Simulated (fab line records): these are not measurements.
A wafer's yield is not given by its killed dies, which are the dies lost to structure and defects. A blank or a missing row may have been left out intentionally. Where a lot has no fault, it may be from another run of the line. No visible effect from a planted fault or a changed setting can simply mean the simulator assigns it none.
Chamber matching :: flow berkeley cmos170 :: 3 sister chambers for UCB170_NWELL_ETCH_13 on rie diel-04
The step etches Si3N4 in CH3F/Ar/O2, stops on SiO2, target depth 246.4 nm, time 154 s. 16 wafers are shown with their chamber, then 7 later ones without.

## WAFERS, EACH WITH ITS CHAMBER
wafer: L907.3
chamber: 3
throttle valve pct (%): 8.25
oes product au (a.u.): 0.913

wafer: L907.4
chamber: 0
throttle valve pct (%): 7.83
oes product au (a.u.): 0.927

wafer: L907.6
chamber: 2
throttle valve pct (%): 7.94
oes product au (a.u.): 0.934

wafer: L908.1
chamber: 2
throttle valve pct (%): 7.96
oes product au (a.u.): 0.937

wafer: L908.3
chamber: 0
throttle valve pct (%): 7.83
oes product au (a.u.): 0.933

wafer: L908.5
chamber: 2
throttle valve pct (%): 7.94
oes product au (a.u.): 0.926

wafer: L909.1
chamber: 0
throttle valve pct (%): 7.84
oes product au (a.u.): 0.934

wafer: L909.3
chamber: 2
throttle valve pct (%): 7.96
oes product au (a.u.): 0.930

wafer: L909.5
chamber: 0
throttle valve pct (%): 7.82
oes product au (a.u.): 0.937

wafer: L911.1
chamber: 0
throttle valve pct (%): 7.83
oes product au (a.u.): 0.939

wafer: L911.2
chamber: 2
throttle valve pct (%): 7.95
oes product au (a.u.): 0.934

wafer: L911.3
chamber: 3
throttle valve pct (%): 8.27
oes product au (a.u.): 0.925

wafer: L914.1
chamber: 3
throttle valve pct (%): 8.25
oes product au (a.u.): 0.901

wafer: L914.3
chamber: 2
throttle valve pct (%): 7.95
oes product au (a.u.): 0.924

wafer: L914.4
chamber: 3
throttle valve pct (%): 8.25
oes product au (a.u.): 0.915

wafer: L916.1
chamber: 2
throttle valve pct (%): 7.96
oes product au (a.u.): 0.938

SIGNATURES (means of the wafers above)
reading: throttle valve pct
chamber 0: 7.8300
chamber 2: 7.9514
chamber 3: 8.2550
scatter within a chamber: 0.00871

reading: oes product au
chamber 0: 0.93400
chamber 2: 0.93186
chamber 3: 0.91350
scatter within a chamber: 0.00649
Rule: a wafer lies at a distance from a chamber equal to the root of the sum of squares, over the readings, of (its reading less the chamber's mean, divided by the reading's scatter). If the next closest chamber is less than 2 further off than the closest, the wafer can't be placed; otherwise it belongs to the closest. The scatter: take each reading less its chamber's mean, square it, sum over the shown wafers, divide by the number of wafers less the number of chambers, and take the root.

## WAFERS WHOSE CHAMBER IS MISSING
wafer: L916.2
throttle valve pct (%): 8.27
oes product au (a.u.): 0.916

wafer: L916.5
throttle valve pct (%): 8.25
oes product au (a.u.): 0.923

wafer: L919.1
throttle valve pct (%): 8.27
oes product au (a.u.): 0.917

wafer: L919.3
throttle valve pct (%): 7.84
oes product au (a.u.): 0.936

wafer: L927.4
throttle valve pct (%): 8.27
oes product au (a.u.): 0.921

wafer: L927.5
throttle valve pct (%): 8.25
oes product au (a.u.): 0.918

wafer: L927.6
throttle valve pct (%): 7.97
oes product au (a.u.): 0.933

## EACH ONE'S CHAMBER
wafer: L916.2
from the rows above: 3
in truth: 3

wafer: L916.5
from the rows above: 3
in truth: 3

wafer: L919.1
from the rows above: 3
in truth: 3

wafer: L919.3
from the rows above: 0
in truth: 0

wafer: L927.4
from the rows above: 3
in truth: 3

wafer: L927.5
from the rows above: 3
in truth: 3

wafer: L927.6
from the rows above: 2
in truth: 2
Correctly placed: 7 of 7. Left unplaced by these rows: 0. Number placed wrongly: 0.
